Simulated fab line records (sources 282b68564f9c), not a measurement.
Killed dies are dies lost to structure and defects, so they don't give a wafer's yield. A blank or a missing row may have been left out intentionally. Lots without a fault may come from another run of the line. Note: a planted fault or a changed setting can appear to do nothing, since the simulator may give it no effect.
8D (eight disciplines) problem report, filled in by code | flow rit_cmos | the parts of the form that need people (team, actions taken, sign-off) are left out

== 1. THE PROBLEM ==
Wafers free of any fault read 3100 (standard deviation 19) for NSD_TW at RIT_NSD_TW_MEAS_10, against a mean of 1647 on 6 wafers of 2 lots. Measured from the usual mean, that is -76 standard deviations.
The first sign was on wafer L769.2 at day 5 09:25, on film_metro-03. At this step, 42 wafers from 14 lots have a number in the record. Rule for "out" (also "out of limits"): further than 4 standard deviations from the usual mean. The rest of the wafers with a number are treated as sound.

== 2. WHAT IT IS, WHAT IT ISN'T ==
question                    | is                           | is not
which readings at this step | NSD_TW                       | -
which lots                  | L769, L771                   | L760, L761, L762, L763, L766, L772, L776, L778, L779, L780, L782, L783
which wafers of those lots  | all that have a number       | -
read on which gauges        | film_metro-01, film_metro-03 | film_metro-04
when                        | from day 5 09:25             | up to then (15 sound wafers); but 21 sound wafers of L772, L776, L778, L779, L780, L782, L783 came after

== 3. THE SUSPECTS, EACH WITH WHAT RULES IT OUT ==
Counting: a tool at a process step up to the reading stays a suspect if it ran every lot that is out and no sound lot after the first of them.
- the gauge at RIT_NSD_TW_MEAS_10: ruled out. 2 gauges (film_metro-01, film_metro-03) read the wafers that are out.
- implanter-02 at RIT_NSD_IMPLANT_08: kept. It processed each lot that is out, first L769 at day 5 09:07, and no sound lot thereafter; up to then, the last sound lot it processed was L766 at day 4 19:10. On those wafers its own readings are out: dose_ions_cm2, end_station_pressure_torr, faraday_current_uA.
Left after counting: implanter-02 at RIT_NSD_IMPLANT_08.

== 4. THE CAUSE (what the simulator had put in) ==
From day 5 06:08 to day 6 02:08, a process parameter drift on implanter-02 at RIT_NSD_IMPLANT_08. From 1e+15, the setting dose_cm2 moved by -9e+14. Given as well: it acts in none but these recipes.
After counting, this tool was the only one left.

== 5. SEQUENCE OF EFFECTS, ordered by route ==
Rows list readings where the struck wafers' mean (over those with a number) sits beyond 3 standard deviations from the usual. Only readings whose record carries a usual standard deviation are examined. hours: median over the lots of the time between each lot's start at the first step of this table that gives one and its start at this step. sigmas: the change, counted in usual standard deviations.
hours | step                    | reading                   | usual        | on struck wafers | change     | sigmas
0     | RIT_NSD_IMPLANT_08      | dose_ions_cm2             | 9.999e+14    | 9.945e+13        | -9.004e+14 | -99 or more
0     | RIT_NSD_IMPLANT_08      | end_station_pressure_torr | 7.5e-06 Torr | 5.2e-06          | -2.3e-06   | -6.2
0     | RIT_NSD_IMPLANT_08      | faraday_current_uA        | 3132         | 314              | -2818      | -41
0     | RIT_NSD_TW_MEAS_10      | NSD_TW                    | 3100         | 1647             | -1453      | -76
3     | RIT_SDANNEAL_RS_MEAS_05 | NSD_RS                    | 84.46 ohm/sq | 486.40           | +401.94    | +99 or more
Here are the process steps it includes:
- RIT_NSD_IMPLANT_08
Later steps that measure or inspect, where all struck wafers having a row at the step show a number for every such reading and not one has moved that far: RIT_CONTACT_CD_MEAS_90.

== 6. HOW IT WOULD HAVE BEEN CAUGHT EARLIER ==
Counted from the fault's start at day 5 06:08, it took 3 hours until the first out-of-limits reading at a measuring or inspecting step in this record, taken at day 5 09:25.
Tool's own readings at RIT_NSD_IMPLANT_08, dose_ions_cm2, end_station_pressure_torr, faraday_current_uA: out on all struck wafers the step has rows for; an alarm limit on them would have tripped on the first.
Of the lots that are out (2), L771 began RIT_NSD_IMPLANT_08 on implanter-02 after day 5 09:25. A hold on the tool at that time would have spared it.
